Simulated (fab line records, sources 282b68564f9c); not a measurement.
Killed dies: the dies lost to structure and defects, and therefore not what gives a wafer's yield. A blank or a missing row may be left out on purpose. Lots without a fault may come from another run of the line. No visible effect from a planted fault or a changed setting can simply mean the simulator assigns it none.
fab line records	flow rit-cmos
[record] lots = 6	wafers = 18	last-day = 7
route steps=202 shown PLDD@118 SPACER@125 NSD@131 PSD@142 SDANNEAL@153 SILICIDE@161 M1@202
lots untouched by any fault: they come from a run of this same line in which no faults occurred
start-h: the number of hours between the record's first day and the start of the first shown wafer of the lot	wait-h: how many hours have passed since the lot's step before this one	" the same as in the row above	L1.1+2: several wafers, shown together as one row	- either no value or no given start	* or withheld: withheld	< > ~ a bound
route shown NAME@n: NAME is a module with steps in the file, n the number in the route of the first one	usual: mean/standard deviation of fault-free wafers	same: alike in all rows	chamber/n: place in a boat	sites: each site's reading	_std_site: standard deviation across them	_edge_site: mean of outer sites minus mean of inner sites	radius-mm: for every site, how far away it sits from the centre of the wafer	mask NAME#n: copy n	behind: the tool/chamber that last shaped the wafer	hold: what put the lot on hold/how long, in hours/how the hold closed	device: the transistor (n, p or np) that didn't switch	end of line: the route-end tests of the same wafers	where a step has no rows: the recipe by itself	killed: not the wafer's yield, but the dies lost to structure and defects at the first sort	map: a wafer's dies, marking killed ones x, the rest . and places with no die _
set.NAME: setting as actually run; set.NAME@STEP: the setting as run at that earlier step	model.NAME: the simulator's own value behind a step, which no gauge read
lots at some steps of the route; a table a step, a row a wafer
services: when a tool's chamber went out of use (start-h, in hours from the record's first day, below 0 if earlier), for how many hours, and the reason
[[steps]]
[step RIT_PLDD_PEB_04]
[recipe] resist = NOVOLAK	temp-c = withheld	time-s = withheld
[step RIT_PLDD_DEVELOP_05]
[recipe] resist = NOVOLAK	develop-time-s = 50	dev-temp-c = 23
[step RIT_PLDD_OVL_MEAS_06]
[usual] PLDD_OVL = -0.7/1.2
lot.wafer	tool	chamber	start-h	wait-h	PLDD_OVL[nm]
L917.2	overlay-01	-	53.15	-	-1.6
L917.3	"	-	"	"	-2.0
L917.5	"	-	"	"	0.3
L919.3	overlay-01	-	64.46	-	-0.1
L919.4	"	-	"	"	-2.3
L919.5	"	-	"	"	-1.4
L929.1	overlay-01	-	114.09	-	2.1
L929.4	"	-	"	"	2.6
L929.5	"	-	"	"	0.4
L932.1	overlay-02	-	130.51	-	-2.8
L932.3	"	-	"	"	-0.9
L932.5	"	-	"	"	-0.3
L933.1	overlay-01	-	133.83	-	0.3
L933.5	"	-	"	"	-0.5
L933.6	"	-	"	"	0.3
L935.1	overlay-01	-	143.66	-	-0.2
L935.2	"	-	"	"	-1.9
L935.6	"	-	"	"	0.0
[step RIT_PLDD_HARDBAKE_07]
[recipe] resist = NOVOLAK	temp-c = 140	time-s = 60
[step RIT_PLDD_IMPLANT_08]
[recipe] species = BF2	energy-kev = 20	dose-cm2 = 9e+14	tilt-deg = 7
[step RIT_PLDD_STRIP_09]
[recipe] chemistry = O2	time-s = 180	resist = NOVOLAK	platen-temp-c = withheld	power-w = 500	pressure-mtorr = 4000	o2-flow-sccm = 4000
[usual] drypump-motor-current-A = 5.65/0.26	rf-refl-power-W = 6.0/1.1
[same] time-s = 180
lot.wafer	tool	chamber	start-h	wait-h	drypump-motor-current-A	rf-hours-counter-h	rf-refl-power-W
L917.2	plasma-asher-04	1	53.48	0.1	5.76	41	4.9
L917.3	"	0	"	"	5.54	-	6.5
L917.5	"	1	"	"	5.73	-	5.2
L919.3	plasma-asher-04	1	64.84	0.1	5.75	-	4.7
L919.4	"	0	"	"	5.55	-	6.8
L919.5	"	1	"	"	5.77	-	5.0
L929.1	plasma-asher-04	0	114.42	0.1	5.53	48	6.7
L929.4	"	1	"	"	5.73	-	5.0
L929.5	"	1	"	"	5.73	-	5.1
L932.1	plasma-asher-02	0	130.85	0.1	5.13	37	3.7
L932.3	"	1	"	"	5.93	-	8.0
L932.5	"	1	"	"	5.96	-	8.2
L933.1	plasma-asher-03	1	134.17	0.1	5.41	2	6.1
L933.5	"	0	"	"	6.04	-	6.2
L933.6	"	1	"	"	5.41	-	5.9
L935.1	plasma-asher-03	1	144.00	0.1	5.42	3	5.4
L935.2	"	0	"	"	6.07	3	6.2
L935.6	"	0	"	"	6.06	-	6.7
[step RIT_PLDD_TW_MEAS_10]
[usual] PLDD_TW = 2350/35
lot.wafer	tool	chamber	start-h	wait-h	PLDD_TW
L917.2	film-metro-04	-	53.66	0.1	2362
L917.3	"	-	"	"	2372
L917.5	"	-	"	"	2360
L919.3	film-metro-01	-	64.98	0.1	2415
L919.4	"	-	"	"	2424
L919.5	"	-	"	"	2425
L929.1	film-metro-02	-	114.60	0.1	2338
L929.4	"	-	"	"	2323
L929.5	"	-	"	"	2314
L932.1	film-metro-02	-	131.02	0.1	2322
L932.3	"	-	"	"	2312
L932.5	"	-	"	"	2295
L933.1	film-metro-04	-	134.34	0.1	2349
L933.5	"	-	"	"	2357
L933.6	"	-	"	"	2361
L935.1	film-metro-04	-	144.18	0.1	2354
L935.2	"	-	"	"	2341
L935.6	"	-	"	"	2336
[step RIT_SPACER_CLEAN_00]
[recipe] chemistry = SC1	mix = 3:3:50	time-s = 600	temp-c = 75
[step RIT_SPACER_CLEAN_01]
[recipe] chemistry = dHF	dilution = 50:1	time-s = 30
[step RIT_SPACER_CLEAN_02]
[recipe] chemistry = SC2	mix = 3:3:50	time-s = 600	temp-c = 75	dry = n2-spin
[step RIT_SPACER_CVD_03]
[recipe] material = Si3N4	target-thk-nm = 250	temp-c = 810	precursor = SiH2Cl2/NH3	time-s = 3300	pressure-mtorr = 300	sih2cl2-flow-sccm = 60	nh3-flow-sccm = 150
[step RIT_SPACER_THK_MEAS_04]
[recipe] reads = Si3N4_of_SPACER_CVD_03
[usual] SPACER_NITRIDE_THK = 249.8/2
lot.wafer	tool	chamber	start-h	wait-h	SPACER_NITRIDE_THK[nm]
L917.2	film-metro-01	-	56.01	0.0	250.9
L917.3	"	-	"	"	250.4
L917.5	"	-	"	"	248.0
L919.3	film-metro-01	-	67.32	0.0	250.1
L919.4	"	-	"	"	248.6
L919.5	"	-	"	"	246.8
L929.1	film-metro-03	-	118.04	0.0	248.0
L929.4	"	-	"	"	245.7
L929.5	"	-	"	"	248.0
L932.1	film-metro-04	-	133.38	0.0	246.8
L932.3	"	-	"	"	249.2
L932.5	"	-	"	"	247.8
L933.1	film-metro-03	-	136.86	0.0	247.9
L933.5	"	-	"	"	249.8
L933.6	"	-	"	"	248.5
L935.1	film-metro-04	-	146.55	0.0	252.3
L935.2	"	-	"	"	252.8
L935.6	"	-	"	"	252.4
[step RIT_SPACER_ETCHBACK_05]
[recipe] target-depth-a = 2500	SF6_flow_sccm = 30	CHF3_flow_sccm = 30	target = Si3N4	chemistry = SF6/CHF3	pressure-mtorr = 40	rf-w = 250	time-s = 240	stop-on = SiO2
[usual] drypump-motor-current-A = 5.7/0.5	oes-product-au = 0.844/0.014	throttle-valve-pct = 10.22/0.15
[same] time-s = 240
lot.wafer	tool	chamber	start-h	wait-h	drypump-motor-current-A	oes-product-au	rf-hours-counter-h	throttle-valve-pct	model.poly-Si_of_GATE_CVD_08.thk-nm	model.Si3N4_of_SPACER_CVD_03.thk-nm
L917.2	rie-diel-02	1	56.06	0.0	5.5	0.858	166	10.25	166.8	196.7
L917.3	"	2	"	"	6.0	0.849	128	10.45	169.1	196.3
L917.5	"	2	"	"	6.0	0.852	-	10.45	168.6	194
L919.3	rie-diel-03	3	67.36	0.0	5.9	0.834	41	10.33	166.4	196.6
L919.4	"	1	"	"	5.5	0.835	158	10.57	166.6	194.5
L919.5	"	3	"	"	5.9	0.835	-	10.32	164.7	193.8
L929.1	rie-diel-02	3	118.10	0.1	4.9	0.832	5	10.15	166.7	194.6
L929.4	"	1	"	"	5.6	0.844	0	10.25	167.5	191.6
L929.5	"	0	"	"	4.9	0.825	-	10.21	161	189
L932.1	rie-diel-03	0	133.44	0.1	6.3	0.829	75	10.09	170.6	194.4
L932.3	"	1	"	"	5.5	0.851	0	10.55	168.4	197.5
L932.5	"	0	"	"	6.4	0.832	-	10.10	168.6	194.7
L933.1	rie-diel-02	1	136.92	0.1	5.6	0.850	1	10.25	167.8	193.3
L933.5	"	0	"	"	4.9	0.831	-	10.23	163.5	189.9
L933.6	"	1	"	"	5.5	0.860	-	10.26	167.5	193.3
L935.1	rie-diel-01	0	146.61	0.1	5.7	0.852	7	10.16	167.6	197.8
L935.2	"	1	"	"	6.0	0.866	143	10.01	168.5	197.8
L935.6	"	0	"	"	5.7	0.848	-	10.17	165.5	197.2
[step RIT_NSD_HMDS_00]
[recipe] prime-time-s = 60	prime-temp-c = 140
[step RIT_NSD_COAT_01]
[recipe] resist = NOVOLAK	spin-rpm = 3250	resist-thk-nm = 1000
[step RIT_NSD_SOFTBAKE_02]
[recipe] resist = NOVOLAK	temp-c = 90	time-s = 60
[step RIT_NSD_EXPOSE_03]
[recipe] mask-id = M9	na = 0.57	target-cd-nm = 40700	dose-mj = 250
[step RIT_NSD_PEB_04]
[recipe] resist = NOVOLAK	temp-c = withheld	time-s = withheld
[step RIT_NSD_DEVELOP_05]
[recipe] resist = NOVOLAK	develop-time-s = 50	dev-temp-c = 23
[step RIT_NSD_OVL_MEAS_06]
[usual] NSD_OVL = -0.3/1.3
lot.wafer	tool	chamber	start-h	wait-h	NSD_OVL[nm]
L917.2	overlay-01	-	57.52	-	0.3
L917.3	"	-	"	"	-0.2
L917.5	"	-	"	"	0.2
L919.3	overlay-02	-	68.50	-	-1.3
L919.4	"	-	"	"	1.0
L919.5	"	-	"	"	-0.1
L929.1	overlay-02	-	119.20	-	-1.9
L929.4	"	-	"	"	-1.3
L929.5	"	-	"	"	-0.5
L932.1	overlay-01	-	134.44	-	-2.8
L932.3	"	-	"	"	-2.5
L932.5	"	-	"	"	-2.4
L933.1	overlay-02	-	138.06	-	-0.9
L933.5	"	-	"	"	-0.5
L933.6	"	-	"	"	-0.3
L935.1	overlay-01	-	147.74	-	0.2
L935.2	"	-	"	"	-0.3
L935.6	"	-	"	"	-1.5
[step RIT_NSD_HARDBAKE_07]
[recipe] resist = NOVOLAK	temp-c = 140	time-s = 60
[step RIT_NSD_IMPLANT_08]
[recipe] species = P	energy-kev = 25	dose-cm2 = 1e+15	tilt-deg = 7
[step RIT_NSD_STRIP_09]
[recipe] chemistry = O2	time-s = 180	resist = NOVOLAK	platen-temp-c = withheld	power-w = 500	pressure-mtorr = 4000	o2-flow-sccm = 4000
[usual] drypump-motor-current-A = 5.8/0.32	rf-refl-power-W = 6.6/1
[same] time-s = 180
lot.wafer	tool	chamber	start-h	wait-h	drypump-motor-current-A	rf-hours-counter-h	rf-refl-power-W
L917.2	plasma-asher-01	0	57.85	0.1	5.5	43	7.9
L917.3	"	0	"	"	5.6	-	7.6
L917.5	"	1	"	"	6.3	-	6.2
L919.3	plasma-asher-04	1	68.88	0.1	5.8	-	4.9
L919.4	"	0	"	"	5.5	-	6.6
L919.5	"	0	"	"	5.5	-	6.7
L929.1	plasma-asher-01	0	119.54	0.1	5.6	50	7.9
L929.4	"	0	"	"	5.5	-	8.1
L929.5	"	0	"	"	5.6	-	8.0
L932.1	plasma-asher-01	1	134.78	0.1	6.3	52	6.1
L932.3	"	1	"	"	6.3	-	6.2
L932.5	"	1	"	"	6.3	-	5.6
L933.1	plasma-asher-03	1	138.39	0.1	5.4	2	6.0
L933.5	"	0	"	"	6.0	-	6.8
L933.6	"	1	"	"	5.4	-	5.7
L935.1	plasma-asher-04	0	148.07	0.1	5.5	51	6.6
L935.2	"	1	"	"	5.7	51	4.5
L935.6	"	1	"	"	5.7	-	4.5
[step RIT_NSD_TW_MEAS_10]
[usual] NSD_TW = 3146/51
lot.wafer	tool	chamber	start-h	wait-h	NSD_TW
L917.2	film-metro-01	-	58.04	0.1	3210
L917.3	"	-	"	"	3208
L917.5	"	-	"	"	3196
L919.3	film-metro-01	-	69.02	0.1	3187
L919.4	"	-	"	"	3201
L919.5	"	-	"	"	3199
L929.1	film-metro-02	-	119.71	0.1	3080
L929.4	"	-	"	"	3098
L929.5	"	-	"	"	3093
L932.1	film-metro-02	-	134.95	0.1	3046
L932.3	"	-	"	"	3074
L932.5	"	-	"	"	3081
L933.1	film-metro-04	-	138.57	0.1	3134
L933.5	"	-	"	"	3112
L933.6	"	-	"	"	3152
L935.1	film-metro-04	-	148.25	0.1	3129
L935.2	"	-	"	"	3104
L935.6	"	-	"	"	3126
[step RIT_PSD_HMDS_00]
[recipe] prime-time-s = 60	prime-temp-c = 140
[step RIT_PSD_COAT_01]
[recipe] resist = NOVOLAK	spin-rpm = 3250	resist-thk-nm = 1000
[step RIT_PSD_SOFTBAKE_02]
[recipe] resist = NOVOLAK	temp-c = 90	time-s = 60
[step RIT_PSD_EXPOSE_03]
[recipe] mask-id = M10	na = 0.57	target-cd-nm = 40900	dose-mj = 250
[step RIT_PSD_PEB_04]
[recipe] resist = NOVOLAK	temp-c = withheld	time-s = withheld
[step RIT_PSD_DEVELOP_05]
[recipe] resist = NOVOLAK	develop-time-s = 50	dev-temp-c = 23
[step RIT_PSD_OVL_MEAS_06]
[usual] PSD_OVL = 0.6/1.3
lot.wafer	tool	chamber	start-h	wait-h	PSD_OVL[nm]
L917.2	overlay-02	-	59.07	-	-0.4
L917.3	"	-	"	"	-1.5
L917.5	"	-	"	"	-1.3
L919.3	overlay-01	-	70.08	-	0.7
L919.4	"	-	"	"	1.5
L919.5	"	-	"	"	1.5
L929.1	overlay-02	-	120.62	-	0.5
L929.4	"	-	"	"	-0.7
L929.5	"	-	"	"	1.6
L932.1	overlay-02	-	136.13	-	1.0
L932.3	"	-	"	"	1.5
L932.5	"	-	"	"	0.5
L933.1	overlay-02	-	139.60	-	1.2
L933.5	"	-	"	"	2.3
L933.6	"	-	"	"	2.5
L935.1	overlay-01	-	149.28	-	1.9
L935.2	"	-	"	"	2.4
L935.6	"	-	"	"	1.9
[step RIT_PSD_HARDBAKE_07]
[recipe] resist = NOVOLAK	temp-c = 140	time-s = 60
[step RIT_PSD_IMPLANT_08]
[recipe] species = BF2	energy-kev = 27	dose-cm2 = 5e+15	tilt-deg = 7
[step RIT_PSD_STRIP_09]
[recipe] chemistry = O2	time-s = 180	resist = NOVOLAK	platen-temp-c = withheld	power-w = 500	pressure-mtorr = 4000	o2-flow-sccm = 4000
[usual] drypump-motor-current-A = 5.8/0.38	rf-refl-power-W = 6.5/1.2
[same] time-s = 180
lot.wafer	tool	chamber	start-h	wait-h	drypump-motor-current-A	rf-hours-counter-h	rf-refl-power-W
L917.2	plasma-asher-03	0	59.40	0.1	6.1	36	7.2
L917.3	"	0	"	"	6.1	-	7.3
L917.5	"	0	"	"	6.1	-	6.7
L919.3	plasma-asher-01	0	70.46	0.1	5.6	-	8.1
L919.4	"	1	"	"	6.3	-	6.3
L919.5	"	0	"	"	5.6	-	8.0
L929.1	plasma-asher-02	0	120.96	0.1	5.1	36	3.7
L929.4	"	1	"	"	6.0	-	8.0
L929.5	"	0	"	"	5.1	-	3.9
L932.1	plasma-asher-03	0	136.47	0.1	6.1	2	6.8
L932.3	"	0	"	"	6.1	-	6.5
L932.5	"	0	"	"	6.1	-	6.7
L933.1	plasma-asher-03	0	139.94	0.1	6.1	2	6.9
L933.5	"	0	"	"	6.1	-	6.7
L933.6	"	1	"	"	5.4	-	5.8
L935.1	plasma-asher-01	1	149.62	0.1	6.3	54	6.5
L935.2	"	0	"	"	5.6	54	7.8
L935.6	"	0	"	"	5.5	-	7.5
[step RIT_PSD_TW_MEAS_10]
[usual] PSD_TW = 3441/47
lot.wafer	tool	chamber	start-h	wait-h	PSD_TW
L917.2	film-metro-01	-	59.58	0.1	3528
L917.3	"	-	"	"	3534
L917.5	"	-	"	"	3524
L919.3	film-metro-04	-	70.60	0.1	3457
L919.4	"	-	"	"	3457
L919.5	"	-	"	"	3473
L929.1	film-metro-02	-	121.13	0.1	3359
L929.4	"	-	"	"	3355
L929.5	"	-	"	"	3359
L932.1	film-metro-02	-	136.64	0.1	3379
L932.3	"	-	"	"	3376
L932.5	"	-	"	"	3373
L933.1	film-metro-04	-	140.11	0.1	3457
L933.5	"	-	"	"	3430
L933.6	"	-	"	"	3430
L935.1	film-metro-04	-	149.79	0.1	3425
L935.2	"	-	"	"	3431
L935.6	"	-	"	"	3440
[step RIT_SDANNEAL_CLEAN_00]
[recipe] chemistry = SC1	mix = 3:3:50	time-s = 600	temp-c = 75
[step RIT_SDANNEAL_CLEAN_01]
[recipe] chemistry = dHF	dilution = 50:1	time-s = 30
[step RIT_SDANNEAL_CLEAN_02]
[recipe] chemistry = SC2	mix = 3:3:50	time-s = 600	temp-c = 75	dry = n2-spin
[same] time-s = 600
lot.wafer	tool	chamber	start-h	wait-h	model.poly-Si_of_GATE_CVD_08.thk-nm
L917.2	wet-bench-04	0	59.82	0.0	162.4
L917.3	"	0	"	"	164.7
L917.5	"	0	"	"	164.3
L919.3	wet-bench-03	1	70.83	0.0	162
L919.4	"	1	"	"	162.2
L919.5	"	1	"	"	160.2
L929.1	wet-bench-04	2	121.38	0.0	162.4
L929.4	"	2	"	"	163.1
L929.5	"	2	"	"	156.6
L932.1	wet-bench-01	2	136.90	0.0	166.2
L932.3	"	2	"	"	164
L932.5	"	2	"	"	164.2
L933.1	wet-bench-03	3	140.40	0.0	163.4
L933.5	"	3	"	"	159.1
L933.6	"	3	"	"	163.1
L935.1	wet-bench-04	2	150.06	0.0	163.3
L935.2	"	2	"	"	164.2
L935.6	"	2	"	"	161.1
[step RIT_SDANNEAL_RTA_03]
[recipe] temp-c = 1050	time-s = 5	idle-temp-c = 600	ramp-up-c-per-s = 342	ramp-down-c-per-s = 171	cool-to-c = 600	ambient = N2
[usual] wafer_temp_C_max = 1053.5/1.1
[same] time-s = 5
lot.wafer	tool	chamber	start-h	wait-h	wafer_temp_C_max
L917.2	rtp-anneal-02	0	60.01	0.0	1054.1
L917.3	"	0	"	"	1053.7
L917.5	"	0	"	"	1052.5
L919.3	rtp-anneal-02	0	71.02	0.0	1052.7
L919.4	"	0	"	"	1054.0
L919.5	"	0	"	"	1055.5
L929.1	rtp-anneal-01	0	121.56	0.0	1054.4
L929.4	"	0	"	"	1052.4
L929.5	"	0	"	"	1054.6
L932.1	rtp-anneal-02	0	137.07	0.0	1054.1
L932.3	"	0	"	"	1053.6
L932.5	"	0	"	"	1052.6
L933.1	rtp-anneal-01	0	140.61	0.0	1053.3
L933.5	"	0	"	"	1054.4
L933.6	"	0	"	"	1053.3
L935.1	rtp-anneal-01	0	150.25	0.0	1054.4
L935.2	"	0	"	"	1053.8
L935.6	"	0	"	"	1053.6
[step RIT_SDANNEAL_RS_MEAS_04]
[recipe] thk-meas-gauge = four-point-probe
[usual] PSD_RS = 115.91/0.27
lot.wafer	tool	chamber	start-h	wait-h	PSD_RS[ohm/sq]
L917.2	film-metro-01	-	60.08	0.1	115.85
L917.3	"	-	"	"	115.80
L917.5	"	-	"	"	115.53
L919.3	film-metro-02	-	71.10	0.1	115.49
L919.4	"	-	"	"	115.42
L919.5	"	-	"	"	115.56
L929.1	film-metro-04	-	121.62	0.0	115.31
L929.4	"	-	"	"	115.85
L929.5	"	-	"	"	115.48
L932.1	film-metro-02	-	137.13	0.0	116.26
L932.3	"	-	"	"	116.08
L932.5	"	-	"	"	116.41
L933.1	film-metro-04	-	140.67	0.0	116.19
L933.5	"	-	"	"	116.16
L933.6	"	-	"	"	115.95
L935.1	film-metro-04	-	150.31	0.0	115.90
L935.2	"	-	"	"	116.06
L935.6	"	-	"	"	116.25
[step RIT_SDANNEAL_RS_MEAS_05]
[recipe] thk-meas-gauge = four-point-probe
[usual] NSD_RS = 84.57/0.28
lot.wafer	tool	chamber	start-h	wait-h	NSD_RS[ohm/sq]
L917.2	film-metro-01	-	60.20	0.1	85.32
L917.3	"	-	"	"	84.90
L917.5	"	-	"	"	84.70
L919.3	film-metro-02	-	71.22	0.1	84.94
L919.4	"	-	"	"	84.71
L919.5	"	-	"	"	85.20
L929.1	film-metro-04	-	121.74	0.1	84.54
L929.4	"	-	"	"	84.31
L929.5	"	-	"	"	84.46
L932.1	film-metro-02	-	137.25	0.1	84.87
L932.3	"	-	"	"	85.01
L932.5	"	-	"	"	84.92
L933.1	film-metro-04	-	140.79	0.1	84.28
L933.5	"	-	"	"	84.45
L933.6	"	-	"	"	84.21
L935.1	film-metro-04	-	150.43	0.1	84.41
L935.2	"	-	"	"	84.45
L935.6	"	-	"	"	84.71
[step RIT_SDANNEAL_RS_MEAS_06]
[recipe] thk-meas-gauge = four-point-probe
[usual] PLDD_RS = 178.7/0.53
lot.wafer	tool	chamber	start-h	wait-h	PLDD_RS[ohm/sq]
L917.2	film-metro-01	-	60.32	0.1	178.3
L917.3	"	-	"	"	178.5
L917.5	"	-	"	"	178.0
L919.3	film-metro-02	-	71.34	0.1	177.8
L919.4	"	-	"	"	177.5
L919.5	"	-	"	"	177.8
L929.1	film-metro-04	-	121.86	0.1	177.8
L929.4	"	-	"	"	178.5
L929.5	"	-	"	"	177.7
L932.1	film-metro-02	-	137.37	0.1	178.3
L932.3	"	-	"	"	178.5
L932.5	"	-	"	"	179.2
L933.1	film-metro-04	-	140.91	0.1	178.6
L933.5	"	-	"	"	178.4
L933.6	"	-	"	"	178.4
L935.1	film-metro-04	-	150.55	0.1	178.4
L935.2	"	-	"	"	178.3
L935.6	"	-	"	"	178.9
[step RIT_SILICIDE_WET_ETCH_00]
[recipe] chemistry = BOE	target = SiO2	target-depth-nm = 14	time-s = 15	dry = n2-spin	dilution = 10:1	temp-c = 21.5
[same] time-s = 15
lot.wafer	tool	chamber	start-h	wait-h	model.Si3N4_of_SPACER_CVD_03.thk-nm
L917.2	wet-bench-04	3	60.54	0.1	195.5
L917.3	"	3	"	"	195.1
L917.5	"	3	"	"	192.8
L919.3	wet-bench-02	0	71.54	0.1	195.4
L919.4	"	0	"	"	193.3
L919.5	"	0	"	"	192.6
L929.1	wet-bench-03	2	122.10	0.1	193.4
L929.4	"	2	"	"	190.4
L929.5	"	2	"	"	187.9
L932.1	wet-bench-03	3	137.61	0.1	193.2
L932.3	"	3	"	"	196.4
L932.5	"	3	"	"	193.5
L933.1	wet-bench-02	2	141.15	0.1	192.1
L933.5	"	2	"	"	188.8
L933.6	"	2	"	"	192.2
L935.1+2	wet-bench-03	0	150.79	0.1	196.6
L935.6	"	0	"	"	196.1
[step RIT_M1_PROBE_99]
[usual] killed-at-front-end = 7/3.1	killed-dies = 7/3.1	killed-open = 3.6/2.3	killed-short = 3.2/2
[same] gross-dies = 264	killed_at_M0_to_M3 = 0	killed_at_M4_up = 0	killed-at-back-side = 0	killed-at-contacts = 0	killed-at-other = 0
lot.wafer	tool	chamber	start-h	wait-h	killed-at-front-end	killed-dies	killed-open	killed-short	model.etest.pmos_0p15.r-on-ohm-um	model.etest.nmos_0p15.r-on-ohm-um	model.etest.nmos_0p3.r-on-ohm-um	model.etest.nplus-sal.width-nm	model.etest.pplus-sal.width-nm	model.etest.pwell-pinched.rs-ohm-sq	model.etest.nwell-pinched.rs-ohm-sq	model.etest.diode-pplus-nwell.bv-v
L917.2	prober-02	-	67.73	0.1	9	9	5	4	2786	1158	2159	3478	3430	455.8	338.4	6.647
L917.3	prober-02	-	67.78	0.2	10	10	5	5	2710	1138	2124	3441	3440	450	339.9	6.616
L917.5	prober-02	-	67.88	0.2	7	7	4	3	2603	1120	2157	3446	3450	458.2	341.6	6.715
L919.3	prober-01	-	79.18	0.2	7	7	6	1	2593	1115	2142	3444	3424	453.8	336.1	6.669
L919.4	prober-01	-	79.23	0.2	9	9	7	2	2588	1134	2184	3438	3452	459.8	339.9	6.675
L919.5	prober-01	-	79.28	0.2	9	9	5	4	2627	1141	2200	3439	3447	459	338.1	6.644
L929.1	prober-01	-	129.85	0.1	4	4	3	1	2920	1149	2180	3461	3474	456.8	335.7	6.493
L929.4	prober-01	-	130.00	0.2	9	9	2	7	2890	1178	2168	3478	3484	463.1	343.4	6.572
L929.5	prober-01	-	130.05	0.2	8	8	5	3	3220	1341	2301	3528	3506	487.7	352.8	6.698
L932.1	prober-02	-	144.47	0.1	7	7	4	3	2770	1121	2177	3440	3443	455.7	336	6.631
L932.3	prober-02	-	144.57	0.2	9	9	5	4	2769	1086	2172	3426	3429	449.4	330.3	6.55
L932.5	prober-02	-	144.67	0.2	6	6	4	2	2741	1110	2188	3444	3451	456.4	339.1	6.622
L933.1	prober-01	-	148.44	0.1	3	3	3	0	2866	1204	2259	3478	3471	462.1	339.9	6.744
L933.5	prober-01	-	148.64	0.2	9	9	7	2	3037	1357	2372	3513	3495	483	356.6	6.885
L933.6	prober-01	-	148.69	0.2	6	6	3	3	2788	1201	2242	3468	3483	462.6	343.5	6.736
L935.1	prober-01	-	157.92	0.1	7	7	1	6	2685	1090	2125	3428	3448	461.2	338.3	6.67
L935.2	prober-01	-	157.97	0.1	11	11	8	3	2821	1142	2198	3448	3454	461	336.1	6.6
L935.6	prober-01	-	158.17	0.2	8	8	6	2	2703	1110	2133	3448	3433	463.4	340.9	6.672
// killed by level:class
L917.2 GATE:geometric-particle:open=3 GATE:geometric-particle:short=3 FOX1:geometric-particle:short=1 FOX2:geometric-particle:open=1 REOX:geometric-particle:open=1
L917.3 GATE:geometric-particle:short=3 FOX1:geometric-particle:short=2 GATE:geometric-particle:open=2 REOX:geometric-particle:open=1 SPACER:geometric-particle:open=1 SILICIDE:geometric-particle:open=1
L917.5 GATE:geometric-particle:short=2 SPACER:geometric-particle:open=2 GATE:geometric-particle:open=1 REOX:geometric-particle:open=1 SPACER:geometric-particle:short=1
L919.3 REOX:geometric-particle:open=2 SPACER:geometric-particle:open=2 FOX1:geometric-particle:open=1 GATE:geometric-particle:short=1 GATE:geometric-particle:open=1
L919.4 GATE:geometric-particle:open=4 REOX:geometric-particle:open=2 FOX2:geometric-particle:open=1 FOX2:geometric-particle:short=1 REOX:geometric-particle:short=1
L919.5 REOX:geometric-particle:short=2 REOX:geometric-particle:open=2 FOX2:geometric-particle:open=1 GATE:geometric-particle:open=1 GATE:geometric-particle:short=1 SILICIDE:geometric-particle:open=1 SILICIDE:geometric-particle:short=1
L929.1 GATE:geometric-particle:open=3 FOX2:geometric-particle:short=1
L929.4 GATE:geometric-particle:short=3 SILICIDE:geometric-particle:short=3 SILICIDE:geometric-particle:open=2 SPACER:geometric-particle:short=1
L929.5 GATE:geometric-particle:open=3 GATE:geometric-particle:short=2 REOX:geometric-particle:open=1 SPACER:geometric-particle:short=1 SILICIDE:geometric-particle:open=1
L932.1 GATE:geometric-particle:open=2 FOX1:geometric-particle:short=1 FOX2:geometric-particle:open=1 GATE:geometric-particle:short=1 REOX:geometric-particle:short=1 SPACER:geometric-particle:open=1
L932.3 GATE:geometric-particle:short=3 GATE:geometric-particle:open=3 FOX2:geometric-particle:short=1 REOX:geometric-particle:open=1 SPACER:geometric-particle:open=1
L932.5 SILICIDE:geometric-particle:open=3 GATE:geometric-particle:open=1 REOX:geometric-particle:short=1 SPACER:geometric-particle:short=1
L933.1 SPACER:geometric-particle:open=2 FOX1:geometric-particle:open=1
L933.5 SPACER:geometric-particle:open=4 FOX1:geometric-particle:open=1 GATE:geometric-particle:open=1 REOX:geometric-particle:short=1 REOX:geometric-particle:open=1 SPACER:geometric-particle:short=1
L933.6 GATE:geometric-particle:short=3 GATE:geometric-particle:open=2 FOX1:geometric-particle:open=1
L935.1 FOX1:geometric-particle:short=2 GATE:geometric-particle:short=2 FOX1:geometric-particle:open=1 SPACER:geometric-particle:short=1 SILICIDE:geometric-particle:short=1
L935.2 SILICIDE:geometric-particle:open=5 ACTIVE:geometric-particle:open=1 FOX2:geometric-particle:short=1 GATE:geometric-particle:short=1 REOX:geometric-particle:open=1 SPACER:geometric-particle:short=1 SPACER:geometric-particle:open=1
L935.6 SPACER:geometric-particle:open=2 SILICIDE:geometric-particle:open=2 FOX2:geometric-particle:open=1 GATE:geometric-particle:short=1 REOX:geometric-particle:open=1 SILICIDE:geometric-particle:short=1
[[services]]
tool	chamber	start-h	hours	kind
wet-bench-02	-	49.65	4.4	pm
rie-diel-01	2	55.12	5.9	repair
rie-diel-02	1	62.13	7.9	repair
rie-diel-02	1	70.61	-	clean
rie-diel-02	1	70.61	32.2	scheduled-down
rie-diel-02	1	70.61	32.2	vent-cycle
rie-diel-03	2	70.81	8.4	repair
rie-diel-02	2	84.52	5.5	repair
rtp-anneal-01	-	92.35	3.9	pm
wet-bench-03	-	102.07	3.7	repair
rie-diel-03	1	103.61	-	clean
rie-diel-03	1	103.61	20.3	scheduled-down
rie-diel-03	1	103.61	20.3	vent-cycle
plasma-asher-03	-	108.75	9.0	pm
plasma-asher-03	0	108.75	9.0	vent-cycle
plasma-asher-03	1	108.75	9.0	vent-cycle
plasma-asher-03	0	117.75	-	clean
plasma-asher-03	1	117.75	-	clean
rie-diel-02	2	127.60	4.6	repair
rie-diel-01	3	134.24	3.2	repair
wet-bench-03	-	147.88	2.2	repair
[[key]]
first-sign none at tools or gauges
[model-effect] step = RIT_SPACER_ETCHBACK_05	value = poly-Si_of_GATE_CVD_08.thk-nm	without = 168	struck = 162.2
[model-effect] step = RIT_SDANNEAL_CLEAN_02	value = poly-Si_of_GATE_CVD_08.thk-nm	without = 163.7	struck = 157.9
[model-effect] step = RIT_SILICIDE_WET_ETCH_00	value = Si3N4_of_SPACER_CVD_03.thk-nm	without = 193.1	struck = 188.3
[model-effect] step = RIT_M1_PROBE_99	value = etest.pmos_0p15.r-on-ohm-um	without = 2936	struck = 3128
met-at RIT_SPACER_ETCHBACK_05
struck-wafers L929.5,L933.5
tester-left-out L929,L933
[fault] kind = process-parameter-drift	tool = rie-diel-02	chamber = 0	onset-h = 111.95	steps = RIT_SPACER_ETCHBACK_05	channel = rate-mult	offset = 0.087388	shape = step	end-h = 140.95
// tester-left-out: of these lots the tester's yield and bins aren't shown, on N5 and GAA mostly nor the transistor test; their killed dies are dies lost to structure and defects alone, not to doping, threshold or leakage, so they don't give the yield
